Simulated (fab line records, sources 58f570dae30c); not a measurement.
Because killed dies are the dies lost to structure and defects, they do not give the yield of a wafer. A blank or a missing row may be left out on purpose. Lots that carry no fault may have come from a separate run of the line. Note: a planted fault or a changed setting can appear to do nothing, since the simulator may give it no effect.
fab line records | flow berkeley_cmos170 | part 1 of 2: steps 1 to 32 of 43
[record] lots = 5 | wafers = 15 | last_day = 12
route steps=331 shown M2@275 V2@292 M3@309
lots with no fault: from the same line, run without faults
start_h: start of the lot's first displayed wafer, in hours after the record's first day | wait_h: time in hours since the lot's previous step | " repeats the value in the row above | L1.1+2: one row covering several wafers at once | - no value present, or no start provided | * or withheld: withheld | < > ~ a bound
route shown NAME@n: NAME is a module with steps in the file, n the number in the route of the first one | usual: the fault-free wafers' mean and standard deviation | same: alike in all rows | chamber/n: place in a boat | sites: readings site by site | _std_site: standard deviation across them | _edge_site: mean of outer sites minus mean of inner sites | radius_mm: how far each site lies from the wafer's centre | mask NAME#n: copy n | behind: the tool/chamber that last shaped the wafer | hold: why the lot went on hold/how many hours it stayed there/how the hold came to an end | device: whichever transistor did not switch (one of n, p or np) | end of line: the same wafers' tests at the end of the route | a step without rows: its recipe alone | killed: count of dies lost to structure and defects at first sort (not the wafer's yield) | map: dies across one wafer; x = killed, . = not, _ = none there
set.NAME: setting as actually run; set.NAME@STEP: the setting as run at that earlier step | model.NAME: the simulator's own value behind a step, which no gauge read
a table for each step, a row for each wafer; lots at some steps of the route
services: from which hour (start_h, from the record's first day; less than 0 if before it) a tool's chamber was out of use, for how many hours, and why
[[steps]]
[step UCB170_M2_HMDS_04]
[recipe] prime_time_s = 60 | prime_temp_c = 100
lot.wafer  | tool           | chamber | start_h | wait_h
L081.1+2+3 | litho_track-01 | 0       | 207.49  | 0.1
L076.1+2+4 | litho_track-02 | 0       | 213.99  | 0.5
L084.2+4+6 | litho_track-02 | 0       | 228.23  | 0.1
L090.3+4+6 | litho_track-03 | 0       | 248.94  | 0.4
L096.3+5+6 | litho_track-02 | 0       | 275.97  | 0.1
[step UCB170_M2_COAT_05]
[recipe] resist = KrF | spin_rpm = 1500 | resist_thk_nm = 900
lot.wafer  | tool           | chamber | start_h | wait_h
L081.1+2+3 | litho_track-01 | 0       | 207.64  | 0.1
L076.1+2+4 | litho_track-02 | 0       | 214.14  | 0.1
L084.2+4+6 | litho_track-02 | 0       | 228.38  | 0.1
L090.3+4+6 | litho_track-03 | 0       | 249.09  | 0.1
L096.3+5+6 | litho_track-02 | 0       | 276.12  | 0.1
[step UCB170_M2_SOFTBAKE_06]
[recipe] resist = KrF | temp_c = 130 | time_s = 60
lot.wafer  | tool           | chamber | start_h | wait_h
L081.1+2+3 | litho_track-01 | 0       | 207.79  | 0.1
L076.1+2+4 | litho_track-02 | 0       | 214.29  | 0.1
L084.2+4+6 | litho_track-02 | 0       | 228.53  | 0.1
L090.3+4+6 | litho_track-03 | 0       | 249.24  | 0.1
L096.3+5+6 | litho_track-02 | 0       | 276.27  | 0.1
[step UCB170_M2_STRIP_07]
[recipe] chemistry = O2 | power_w = 400 | pressure_mtorr = 3500 | platen_temp_c = withheld | o2_flow_sccm = 400 | overash_fraction = 0.5
[usual] drypump_motor_current_A = 5.6/0.33 | oes_product_au = 0.734/0.0047 | strip_time_to_endpoint_s = 21.96/0.074
lot.wafer | tool            | chamber | start_h | wait_h | drypump_motor_current_A | oes_product_au | rf_hours_counter_h | strip_time_to_endpoint_s
L081.1    | plasma_asher-02 | 1       | 207.94  | 0.1    | 6.4                     | 0.735          | 47                 | 21.92
L081.2    | "               | 0       | "       | "      | 5.8                     | 0.730          | 47                 | 21.95
L081.3    | "               | 0       | "       | "      | 5.8                     | 0.739          | -                  | 21.91
L076.1    | plasma_asher-03 | 0       | 214.44  | 0.1    | 5.3                     | 0.746          | 46                 | 21.98
L076.2    | "               | 1       | "       | "      | 5.4                     | 0.734          | 46                 | 21.93
L076.4    | "               | 1       | "       | "      | 5.4                     | 0.728          | -                  | 21.93
L084.2    | plasma_asher-04 | 0       | 228.65  | 0.1    | 5.6                     | 0.736          | 51                 | 22.01
L084.4    | "               | 0       | "       | "      | 5.6                     | 0.729          | -                  | 21.90
L084.6    | "               | 1       | "       | "      | 5.3                     | 0.733          | -                  | 21.92
L090.3    | plasma_asher-03 | 1       | 249.37  | 0.1    | 5.4                     | 0.736          | -                  | 21.89
L090.4    | "               | 0       | "       | "      | 5.3                     | 0.734          | -                  | 21.95
L090.6    | "               | 0       | "       | "      | 5.3                     | 0.736          | -                  | 21.98
L096.3    | plasma_asher-02 | 0       | 276.40  | 0.1    | 5.8                     | 0.740          | -                  | 21.92
L096.5    | "               | 0       | "       | "      | 5.8                     | 0.733          | -                  | 21.94
L096.6    | "               | 1       | "       | "      | 6.4                     | 0.734          | -                  | 21.98
[step UCB170_M2_STRIP_08]
[recipe] chemistry = DMSO | temp_c = 80 | time_s = 600 | material = KrF
lot.wafer  | tool         | chamber | start_h | wait_h
L081.1+2+3 | wet_bench-02 | 2       | 208.04  | 0.1
L076.1+2+4 | wet_bench-02 | 0       | 214.66  | 0.2
L084.2+4+6 | wet_bench-02 | 1       | 228.75  | 0.1
L090.3+4+6 | wet_bench-01 | 1       | 249.44  | 0.0
L096.3+5+6 | wet_bench-02 | 2       | 276.47  | 0.0
[step UCB170_M2_COAT_09]
[recipe] resist = BARC | temp_c = withheld | time_s = withheld | spin_rpm = 3000 | resist_thk_nm = withheld
lot.wafer  | tool           | chamber | start_h | wait_h
L081.1+2+3 | litho_track-01 | 0       | 208.21  | 0.0
L076.1+2+4 | litho_track-01 | 0       | 215.54  | 0.7
L084.2+4+6 | litho_track-02 | 0       | 228.95  | 0.0
L090.3+4+6 | litho_track-03 | 0       | 249.84  | 0.2
L096.3+5+6 | litho_track-02 | 0       | 276.70  | 0.1
[step UCB170_M2_COAT_10]
[recipe] resist = KrF | spin_rpm = 1500 | resist_thk_nm = 900
lot.wafer  | tool           | chamber | start_h | wait_h
L081.1+2+3 | litho_track-01 | 0       | -       | -
L076.1+2+4 | litho_track-01 | 0       | -       | -
L084.2+4+6 | litho_track-02 | 0       | -       | -
L090.3+4+6 | litho_track-03 | 0       | -       | -
L096.3+5+6 | litho_track-02 | 0       | -       | -
[step UCB170_M2_SOFTBAKE_11]
[recipe] resist = KrF | temp_c = 130 | time_s = 60
lot.wafer  | tool           | chamber | start_h | wait_h
L081.1+2+3 | litho_track-01 | 0       | -       | -
L076.1+2+4 | litho_track-01 | 0       | -       | -
L084.2+4+6 | litho_track-02 | 0       | -       | -
L090.3+4+6 | litho_track-03 | 0       | -       | -
L096.3+5+6 | litho_track-02 | 0       | -       | -
[step UCB170_M2_EXPOSE_12]
[recipe] mask_id = METAL2 | target_cd_nm = 700 | na = 0.5 | sigma_outer = 0.6 | source_shape = conventional | dose_mj = 26
[same] na = 0.5
lot.wafer  | tool           | chamber | start_h | wait_h | mask
L081.1+2+3 | krf_scanner-02 | 0       | 208.66  | -      | METAL2#0
L076.1+2+4 | krf_scanner-02 | 0       | 216.16  | -      | METAL2#0
L084.2+4+6 | krf_scanner-02 | 0       | 229.52  | -      | METAL2#0
L090.3+4+6 | krf_scanner-02 | 0       | 250.27  | -      | METAL2#0
L096.3+5+6 | krf_scanner-01 | 0       | 277.13  | -      | METAL2#0
[step UCB170_M2_PEB_13]
[recipe] peb_temp_c = 130 | peb_time_s = withheld | resist = KrF
lot.wafer  | tool           | chamber | start_h | wait_h
L081.1+2+3 | litho_track-03 | 0       | 208.97  | 0.3
L076.1+2+4 | litho_track-03 | 0       | 217.19  | 1.0
L084.2+4+6 | litho_track-02 | 0       | 229.65  | 0.1
L090.3+4+6 | litho_track-01 | 0       | 250.84  | 0.5
L096.3+5+6 | litho_track-02 | 0       | 277.60  | 0.4
[step UCB170_M2_DEVELOP_14]
[recipe] developer = TMAH | develop_time_s = 45 | resist = KrF | dev_temp_c = 21
lot.wafer  | tool           | chamber | start_h | wait_h
L081.1+2+3 | litho_track-03 | 0       | -       | -
L076.1+2+4 | litho_track-03 | 0       | -       | -
L084.2+4+6 | litho_track-02 | 0       | -       | -
L090.3+4+6 | litho_track-01 | 0       | -       | -
L096.3+5+6 | litho_track-02 | 0       | -       | -
[step UCB170_M2_CD_MEAS_15]
[recipe] target_cd_nm = 700
[usual] cd_nm = 699.9/1.7
lot.wafer | tool      | chamber | start_h | wait_h | cd_nm
L081.1    | cd_sem-01 | -       | 209.25  | -      | 702.2
L081.2    | "         | -       | "       | "      | 701.0
L081.3    | "         | -       | "       | "      | 700.5
L076.1    | cd_sem-02 | -       | 217.46  | -      | 700.0
L076.2    | "         | -       | "       | "      | 701.5
L076.4    | "         | -       | "       | "      | 701.0
L084.2    | cd_sem-02 | -       | 229.92  | -      | 701.7
L084.4    | "         | -       | "       | "      | 701.0
L084.6    | "         | -       | "       | "      | 701.0
L090.3    | cd_sem-01 | -       | 251.11  | -      | 702.7
L090.4    | "         | -       | "       | "      | 702.5
L090.6    | "         | -       | "       | "      | 700.5
L096.3    | cd_sem-02 | -       | 277.86  | -      | 698.6
L096.5    | "         | -       | "       | "      | 698.8
L096.6    | "         | -       | "       | "      | 698.2
[step UCB170_M2_OVL_MEAS_16]
[usual] M2_OVL = 1/5.8
lot.wafer | tool       | chamber | start_h | wait_h | M2_OVL[nm]
L081.1    | overlay-01 | -       | 209.37  | 0.1    | -12
L081.2    | "          | -       | "       | "      | -11
L081.3    | "          | -       | "       | "      | -11
L076.1    | overlay-01 | -       | 217.58  | 0.1    | 1
L076.2    | "          | -       | "       | "      | 4
L076.4    | "          | -       | "       | "      | -5
L084.2    | overlay-02 | -       | 230.02  | 0.1    | -2
L084.4    | "          | -       | "       | "      | -3
L084.6    | "          | -       | "       | "      | 5
L090.3    | overlay-01 | -       | 251.20  | 0.1    | -7
L090.4    | "          | -       | "       | "      | 3
L090.6    | "          | -       | "       | "      | -4
L096.3    | overlay-01 | -       | 277.95  | 0.1    | 4
L096.5    | "          | -       | "       | "      | -4
L096.6    | "          | -       | "       | "      | 9
[step UCB170_M2_ETCH_17]
[recipe] chemistry = N2/H2 | target_depth_a = withheld | overetch_a = withheld | target = BARC | time_s = withheld | source_w = 500 | bias_w = 100 | pressure_mtorr = 30 | n2_flow_sccm = 100 | h2_flow_sccm = 200
[usual] drypump_motor_current_A = 5.5/0.4 | oes_product_au = 1.002/0.024 | throttle_valve_pct = 13.40/0.18
lot.wafer | tool        | chamber | start_h | wait_h | drypump_motor_current_A | oes_product_au | throttle_valve_pct
L081.1    | rie_diel-02 | 2       | 209.40  | 0.0    | 5.8                     | 1.046          | 13.56
L081.2    | "           | 0       | "       | "      | 5.6                     | 0.986          | 13.39
L081.3    | "           | 3       | "       | "      | 5.0                     | 1.007          | 13.60
L076.1    | rie_diel-02 | 3       | 217.62  | 0.0    | 5.0                     | 1.003          | 13.59
L076.2    | "           | 1       | "       | "      | 5.9                     | 1.004          | 13.23
L076.4    | "           | 0       | "       | "      | 5.5                     | 0.971          | 13.36
L084.2    | rie_diel-03 | 2       | 230.05  | 0.0    | 5.0                     | 1.015          | 13.47
L084.4    | "           | 0       | "       | "      | 5.0                     | 1.023          | 13.26
L084.6    | "           | 0       | "       | "      | 5.0                     | 1.026          | 13.24
L090.3    | rie_diel-03 | 1       | 251.22  | 0.0    | 5.8                     | 0.995          | 13.50
L090.4    | "           | 0       | "       | "      | 5.0                     | 1.027          | 13.26
L090.6    | "           | 3       | "       | "      | 5.7                     | 0.975          | 13.08
L096.3    | rie_diel-03 | 2       | 277.98  | 0.0    | 5.1                     | 1.037          | 13.47
L096.5    | "           | 3       | "       | "      | 5.7                     | 0.981          | 13.08
L096.6    | "           | 0       | "       | "      | 5.0                     | 1.002          | 13.25
[step UCB170_M2_METAL_ETCH_18]
[recipe] chemistry = Cl2/BCl3 | target = Al | stop_on = SiO2 | pressure_mtorr = 12 | target_depth_a = 11700 | over_etch_frac = 0.3 | time_s = 195 | icp_w = 600 | bias_w = 120 | Cl2_flow_sccm = 90 | bcl3_flow_sccm = 45
[usual] drypump_motor_current_A = 5.99/0.19 | oes_product_au = 0.871/0.011 | throttle_valve_pct = 24.28/0.23
lot.wafer | tool         | chamber | start_h | wait_h | drypump_motor_current_A | oes_product_au | rf_hours_counter_h | throttle_valve_pct
L081.1    | rie_metal-04 | 1       | 209.44  | -      | 5.98                    | 0.861          | 3.7                | 24.34
L081.2    | "            | 0       | "       | "      | 6.17                    | 0.871          | 8.4                | 23.86
L081.3    | "            | 1       | "       | "      | 5.99                    | 0.864          | -                  | 24.37
L076.1    | rie_metal-04 | 0       | 217.66  | -      | 6.16                    | 0.867          | 8.6                | 23.84
L076.2    | "            | 1       | "       | "      | 5.93                    | 0.867          | 3.9                | 24.34
L076.4    | "            | 0       | "       | "      | 6.17                    | 0.874          | -                  | 23.86
L084.2    | rie_metal-03 | 1       | 230.09  | -      | 5.89                    | 0.856          | 13.4               | 24.56
L084.4    | "            | 1       | "       | "      | 5.89                    | 0.862          | -                  | 24.58
L084.6    | "            | 0       | "       | "      | 5.65                    | 0.862          | -                  | 24.08
L090.3    | rie_metal-02 | 0       | 251.33  | -      | 6.24                    | 0.876          | -                  | 24.41
L090.4    | "            | 1       | "       | "      | 6.06                    | 0.881          | -                  | 24.33
L090.6    | "            | 1       | "       | "      | 6.05                    | 0.866          | -                  | 24.33
L096.3    | rie_metal-02 | 0       | 278.08  | -      | 6.29                    | 0.880          | -                  | 24.40
L096.5    | "            | 1       | "       | "      | 6.07                    | 0.870          | -                  | 24.35
L096.6    | "            | 0       | "       | "      | 6.28                    | 0.885          | -                  | 24.42
[step UCB170_M2_STRIP_19]
[recipe] chemistry = O2 | power_w = 400 | pressure_mtorr = 3500 | platen_temp_c = withheld | o2_flow_sccm = 400 | overash_fraction = 0.5
[usual] drypump_motor_current_A = 5.6/0.39 | oes_product_au = 0.539/0.017
lot.wafer | tool            | chamber | start_h | wait_h | drypump_motor_current_A | oes_product_au | rf_hours_counter_h
L081.1    | plasma_asher-04 | 0       | 209.63  | 0.1    | 5.6                     | 0.526          | 49
L081.2    | "               | 1       | "       | "      | 5.3                     | 0.526          | 49
L081.3    | "               | 0       | "       | "      | 5.6                     | 0.515          | -
L076.1    | plasma_asher-03 | 1       | 217.85  | 0.1    | 5.4                     | 0.524          | 46
L076.2    | "               | 0       | "       | "      | 5.3                     | 0.522          | 46
L076.4    | "               | 1       | "       | "      | 5.4                     | 0.526          | -
L084.2    | plasma_asher-02 | 0       | 230.28  | 0.1    | 5.8                     | 0.532          | 50
L084.4    | "               | 0       | "       | "      | 5.8                     | 0.537          | -
L084.6    | "               | 0       | "       | "      | 5.8                     | 0.533          | -
L090.3    | plasma_asher-04 | 1       | 251.49  | 0.1    | 5.3                     | 0.549          | -
L090.4    | "               | 0       | "       | "      | 5.6                     | 0.579          | -
L090.6    | "               | 0       | "       | "      | 5.6                     | 0.570          | -
L096.3    | plasma_asher-03 | 0       | 278.24  | 0.1    | 5.3                     | 0.557          | -
L096.5    | "               | 0       | "       | "      | 5.3                     | 0.574          | -
L096.6    | "               | 1       | "       | "      | 5.4                     | 0.548          | -
[step UCB170_M2_CD_MEAS_90]
[recipe] target_cd_nm = 700
[usual] cd_nm = 700.6/2.5
lot.wafer | tool      | chamber | start_h | wait_h | cd_nm
L081.1    | cd_sem-02 | -       | 209.73  | 0.1    | 700.7
L081.2    | "         | -       | "       | "      | 702.7
L081.3    | "         | -       | "       | "      | 701.3
L076.1    | cd_sem-02 | -       | 217.95  | 0.1    | 699.7
L076.2    | "         | -       | "       | "      | 699.8
L076.4    | "         | -       | "       | "      | 700.8
L084.2    | cd_sem-01 | -       | 230.40  | 0.1    | 702.6
L084.4    | "         | -       | "       | "      | 702.8
L084.6    | "         | -       | "       | "      | 704.5
L090.3    | cd_sem-01 | -       | 251.59  | 0.1    | 701.1
L090.4    | "         | -       | "       | "      | 703.3
L090.6    | "         | -       | "       | "      | 705.1
L096.3    | cd_sem-02 | -       | 278.40  | 0.1    | 700.8
L096.5    | "         | -       | "       | "      | 698.4
L096.6    | "         | -       | "       | "      | 701.0
[step UCB170_V2_CVD_00]
[recipe] material = SiO2 | target_thk_nm = 2000 | temp_c = 390 | precursor = TEOS/O2 | time_s = 250 | rf_w = 550 | pressure_mtorr = 9000
[usual] heater_power_w = 252/52 | pressure_mtorr = 9001/16
lot.wafer | tool     | chamber | start_h | wait_h | heater_power_w | pressure_mtorr
L081.1    | pecvd-04 | 2       | 209.85  | 0.1    | 311            | 8990
L081.2    | "        | 0       | "       | "      | 242            | 8997
L081.3    | "        | 1       | "       | "      | 270            | 8994
L076.1    | pecvd-04 | 0       | 218.07  | 0.1    | 233            | 8977
L076.2    | "        | 1       | "       | "      | 320            | 9003
L076.4    | "        | 2       | "       | "      | 248            | 8988
L084.2    | pecvd-02 | 0       | 230.50  | 0.1    | 310            | 9005
L084.4    | "        | 1       | "       | "      | 164            | 9022
L084.6    | "        | 2       | "       | "      | 193            | 9007
L090.3    | pecvd-02 | 2       | 251.75  | 0.1    | 265            | 9012
L090.4    | "        | 0       | "       | "      | 231            | 9014
L090.6    | "        | 2       | "       | "      | 184            | 9006
L096.3    | pecvd-02 | 1       | 278.48  | 0.1    | 252            | 8980
L096.5    | "        | 1       | "       | "      | 170            | 9024
L096.6    | "        | 0       | "       | "      | 238            | 8980
[step UCB170_V2_THK_MEAS_01]
[recipe] reads = SiO2_of_V2_CVD_00
[usual] V2_TEOS_THK = 1999/23
lot.wafer | tool          | chamber | start_h | wait_h | V2_TEOS_THK[nm]
L081.1    | film_metro-02 | -       | 210.01  | 0.1    | 1984
L081.2    | "             | -       | "       | "      | 2008
L081.3    | "             | -       | "       | "      | 1984
L076.1    | film_metro-03 | -       | 218.23  | 0.1    | 1979
L076.2    | "             | -       | "       | "      | 1994
L076.4    | "             | -       | "       | "      | 1995
L084.2    | film_metro-02 | -       | 230.67  | 0.1    | 1992
L084.4    | "             | -       | "       | "      | 2016
L084.6    | "             | -       | "       | "      | 2026
L090.3    | film_metro-03 | -       | 251.93  | 0.1    | 1990
L090.4    | "             | -       | "       | "      | 1992
L090.6    | "             | -       | "       | "      | 2003
L096.3    | film_metro-02 | -       | 278.66  | 0.1    | 1975
L096.5    | "             | -       | "       | "      | 2020
L096.6    | "             | -       | "       | "      | 1997
[step UCB170_V2_CMP_02]
[recipe] material = SiO2 | down_force_psi = 6 | platen_rpm = 60 | pad_velocity_m_s = 0.75398
[usual] motor_current_A = 15.3/0.97 | slurry_filter_dp_kPa = 13.52/0.15
lot.wafer | tool   | chamber | start_h | wait_h | motor_current_A | slurry_filter_dp_kPa
L081.3    | cmp-02 | 1       | 210.07  | 0.0    | 16.2            | 13.64
L081.1    | "      | 3       | "       | "      | 16.2            | 13.55
L081.2    | "      | 0       | "       | "      | 14.3            | 13.58
L076.1    | cmp-01 | 1       | 218.29  | 0.1    | 15.8            | 13.51
L076.4    | "      | 3       | "       | "      | 16.1            | 13.65
L076.2    | "      | 0       | "       | "      | 14.2            | 13.43
L084.4    | cmp-01 | 2       | 230.77  | 0.1    | 15.0            | 13.54
L084.2    | "      | 3       | "       | "      | 16.4            | 13.34
L084.6    | "      | 1       | "       | "      | 15.5            | 13.64
L090.4    | cmp-01 | 1       | 252.07  | 0.1    | 15.0            | 13.34
L090.3    | "      | 2       | "       | "      | 15.3            | 13.52
L090.6    | "      | 0       | "       | "      | 15.0            | 13.52
L096.3    | cmp-02 | 1       | 278.75  | 0.1    | 16.2            | 13.48
L096.6    | "      | 0       | "       | "      | 13.9            | 13.30
L096.5    | "      | 1       | "       | "      | 17.0            | 13.46
[step UCB170_V2_BOW_MEAS_03]
[recipe] mode = bow
[usual] V2_BOW = 38/6.8
lot.wafer | tool          | chamber | start_h | wait_h | V2_BOW[um]
L081.1    | film_metro-03 | -       | 210.37  | 0.1    | 42
L081.2    | "             | -       | "       | "      | 29
L081.3    | "             | -       | "       | "      | 36
L076.1    | film_metro-03 | -       | 218.59  | 0.2    | 35
L076.2    | "             | -       | "       | "      | 41
L076.4    | "             | -       | "       | "      | 37
L084.2    | film_metro-04 | -       | 231.04  | 0.2    | 24
L084.4    | "             | -       | "       | "      | 44
L084.6    | "             | -       | "       | "      | 33
L090.3    | film_metro-02 | -       | 252.31  | 0.1    | 39
L090.4    | "             | -       | "       | "      | 34
L090.6    | "             | -       | "       | "      | 51
L096.3    | film_metro-02 | -       | 279.04  | 0.2    | 40
L096.5    | "             | -       | "       | "      | 43
L096.6    | "             | -       | "       | "      | 36
[step UCB170_V2_THK_MEAS_04]
[recipe] reads = SiO2_of_V2_CVD_00
[usual] V2_POLISHED_THK = 999.9/1.2
lot.wafer | tool          | chamber | start_h | wait_h | V2_POLISHED_THK[nm]
L081.1    | film_metro-03 | -       | 210.49  | 0.1    | 998.6
L081.2    | "             | -       | "       | "      | 1000.2
L081.3    | "             | -       | "       | "      | 999.7
L076.1    | film_metro-03 | -       | 218.71  | 0.1    | 999.7
L076.2    | "             | -       | "       | "      | 1000.7
L076.4    | "             | -       | "       | "      | 1000.9
L084.2    | film_metro-04 | -       | 231.15  | 0.1    | 1002.5
L084.4    | "             | -       | "       | "      | 1001.3
L084.6    | "             | -       | "       | "      | 999.4
L090.3    | film_metro-02 | -       | 252.41  | 0.1    | 997.9
L090.4    | "             | -       | "       | "      | 1000.8
L090.6    | "             | -       | "       | "      | 999.3
L096.3    | film_metro-02 | -       | 279.14  | 0.1    | 999.9
L096.5    | "             | -       | "       | "      | 998.1
L096.6    | "             | -       | "       | "      | 998.8
[step UCB170_V2_CLEAN_05]
[recipe] chemistry = DIW
lot.wafer  | tool         | chamber | start_h | wait_h
L081.1+2+3 | wet_bench-02 | 0       | 212.37  | 1.9
L076.1+2+4 | wet_bench-02 | 3       | 218.77  | 0.1
L084.2+4+6 | wet_bench-02 | 3       | 231.20  | 0.0
L090.3+4+6 | wet_bench-02 | 0       | 252.45  | 0.0
L096.3+5+6 | wet_bench-02 | 3       | 279.18  | 0.0
[step UCB170_V2_HMDS_06]
[recipe] prime_time_s = 60 | prime_temp_c = 100
lot.wafer  | tool           | chamber | start_h | wait_h
L081.1+2+3 | litho_track-02 | 0       | 212.54  | 0.0
L076.1+2+4 | litho_track-04 | 0       | 219.46  | 0.5
L084.2+4+6 | litho_track-03 | 0       | 232.16  | 0.8
L090.3+4+6 | litho_track-04 | 0       | 253.15  | 0.5
L096.3+5+6 | litho_track-04 | 0       | 279.40  | 0.1
[step UCB170_V2_COAT_07]
[recipe] resist = KrF | spin_rpm = 1500 | resist_thk_nm = 900
lot.wafer  | tool           | chamber | start_h | wait_h
L081.1+2+3 | litho_track-02 | 0       | 212.69  | 0.1
L076.1+2+4 | litho_track-04 | 0       | 219.61  | 0.1
L084.2+4+6 | litho_track-03 | 0       | 232.31  | 0.1
L090.3+4+6 | litho_track-04 | 0       | 253.30  | 0.1
L096.3+5+6 | litho_track-04 | 0       | 279.55  | 0.1
[step UCB170_V2_SOFTBAKE_08]
[recipe] resist = KrF | temp_c = 130 | time_s = 60
lot.wafer  | tool           | chamber | start_h | wait_h
L081.1+2+3 | litho_track-02 | 0       | 212.84  | 0.1
L076.1+2+4 | litho_track-04 | 0       | 219.76  | 0.1
L084.2+4+6 | litho_track-03 | 0       | 232.46  | 0.1
L090.3+4+6 | litho_track-04 | 0       | 253.45  | 0.1
L096.3+5+6 | litho_track-04 | 0       | 279.70  | 0.1
[step UCB170_V2_EXPOSE_09]
[recipe] mask_id = VIA2 | target_cd_nm = 700 | na = 0.5 | sigma_outer = 0.6 | source_shape = conventional | dose_mj = 37
[same] na = 0.5
lot.wafer  | tool           | chamber | start_h | wait_h | mask
L081.1+2+3 | krf_scanner-02 | 0       | 212.99  | 0.1    | VIA2#0
L076.1+2+4 | krf_scanner-02 | 0       | 219.91  | 0.1    | VIA2#0
L084.2+4+6 | krf_scanner-02 | 0       | 232.73  | 0.2    | VIA2#0
L090.3+4+6 | krf_scanner-02 | 0       | 253.59  | 0.1    | VIA2#0
L096.3+5+6 | krf_scanner-01 | 0       | 279.84  | 0.1    | VIA2#0
[step UCB170_V2_PEB_10]
[recipe] peb_temp_c = 130 | peb_time_s = withheld | resist = KrF
lot.wafer  | tool           | chamber | start_h | wait_h
L081.1+2+3 | litho_track-02 | 0       | 213.44  | 0.4
L076.1+2+4 | litho_track-03 | 0       | 220.91  | 1.0
L084.2+4+6 | litho_track-03 | 0       | 233.16  | 0.4
L090.3+4+6 | litho_track-03 | 0       | 254.09  | 0.5
L096.3+5+6 | litho_track-03 | 0       | 280.31  | 0.4
[step UCB170_V2_DEVELOP_11]
[recipe] developer = TMAH | develop_time_s = 45 | resist = KrF | dev_temp_c = 21
lot.wafer  | tool           | chamber | start_h | wait_h
L081.1+2+3 | litho_track-02 | 0       | -       | -
L076.1+2+4 | litho_track-03 | 0       | -       | -
L084.2+4+6 | litho_track-03 | 0       | -       | -
L090.3+4+6 | litho_track-03 | 0       | -       | -
L096.3+5+6 | litho_track-03 | 0       | -       | -
[step UCB170_V2_CD_MEAS_12]
[recipe] target_cd_nm = 700
[usual] cd_nm = 699.8/1.2
lot.wafer | tool      | chamber | start_h | wait_h | cd_nm
L081.1    | cd_sem-01 | -       | 213.72  | -      | 699.5
L081.2    | "         | -       | "       | "      | 699.5
L081.3    | "         | -       | "       | "      | 699.6
L076.1    | cd_sem-01 | -       | 221.19  | -      | 698.4
L076.2    | "         | -       | "       | "      | 699.7
L076.4    | "         | -       | "       | "      | 698.0
L084.2    | cd_sem-01 | -       | 233.43  | -      | 699.6
L084.4    | "         | -       | "       | "      | 700.0
L084.6    | "         | -       | "       | "      | 701.3
L090.3    | cd_sem-02 | -       | 254.35  | -      | 700.3
L090.4    | "         | -       | "       | "      | 699.3
L090.6    | "         | -       | "       | "      | 700.1
L096.3    | cd_sem-01 | -       | 280.57  | -      | 701.3
L096.5    | "         | -       | "       | "      | 701.3
L096.6    | "         | -       | "       | "      | 702.1
[step UCB170_V2_OVL_MEAS_13]
[usual] V2_OVL = 1/6.4
lot.wafer | tool       | chamber | start_h | wait_h | V2_OVL[nm]
L081.1    | overlay-02 | -       | 213.84  | 0.1    | 8
L081.2    | "          | -       | "       | "      | 9
L081.3    | "          | -       | "       | "      | 2
L076.1    | overlay-02 | -       | 221.31  | 0.1    | -6
L076.2    | "          | -       | "       | "      | -4
L076.4    | "          | -       | "       | "      | -2
L084.2    | overlay-02 | -       | 233.53  | 0.1    | 6
L084.4    | "          | -       | "       | "      | 2
L084.6    | "          | -       | "       | "      | 0
L090.3    | overlay-02 | -       | 254.44  | 0.1    | 4
L090.4    | "          | -       | "       | "      | 8
L090.6    | "          | -       | "       | "      | 10
L096.3    | overlay-01 | -       | 280.67  | 0.1    | 9
L096.5    | "          | -       | "       | "      | 3
L096.6    | "          | -       | "       | "      | 6
[step UCB170_V2_ETCH_14]
[recipe] chemistry = CHF3/CF4/Ar | target = SiO2 | stop_on = Al | CHF3_flow_sccm = 45 | cf4_flow_sccm = 15 | Ar_flow_sccm = 150 | pressure_mtorr = 200 | rf_w = 700 | target_depth_a = 12500 | over_etch_frac = 0.25 | time_s = 291
[usual] drypump_motor_current_A = 5.6/0.41 | oes_product_au = 0.871/0.013 | throttle_valve_pct = 7.01/0.074
lot.wafer | tool        | chamber | start_h | wait_h | drypump_motor_current_A | oes_product_au | rf_hours_counter_h | throttle_valve_pct
L081.1    | rie_diel-03 | 1       | 213.87  | 0.0    | 5.8                     | 0.849          | 16                 | 7.02
L081.2    | "           | 0       | "       | "      | 5.0                     | 0.867          | 18                 | 6.94
L081.3    | "           | 3       | "       | "      | 5.7                     | 0.859          | 56                 | 6.83
L076.1    | rie_diel-01 | 3       | 221.35  | 0.0    | 6.1                     | 0.890          | 126                | 6.97
L076.2    | "           | 2       | "       | "      | 5.2                     | 0.870          | 64                 | 6.95
L076.4    | "           | 0       | "       | "      | 5.7                     | 0.876          | 26                 | 7.00
L084.2    | rie_diel-01 | 1       | 233.56  | 0.0    | 5.3                     | 0.889          | 106                | 7.07
L084.4    | "           | 2       | "       | "      | 5.2                     | 0.876          | 64                 | 6.96
L084.6    | "           | 1       | "       | "      | 5.3                     | 0.884          | -                  | 7.07
L090.3    | rie_diel-01 | 3       | 254.47  | 0.0    | 6.1                     | 0.902          | 127                | 6.97
L090.4    | "           | 1       | "       | "      | 5.3                     | 0.881          | 107                | 7.06
L090.6    | "           | 2       | "       | "      | 5.2                     | 0.873          | -                  | 6.96
L096.3    | rie_diel-04 | 3       | 280.69  | 0.0    | 5.3                     | 0.855          | 116                | 7.13
L096.5    | "           | 3       | "       | "      | 5.3                     | 0.865          | -                  | 7.12
L096.6    | "           | 2       | "       | "      | 5.9                     | 0.851          | -                  | 7.10
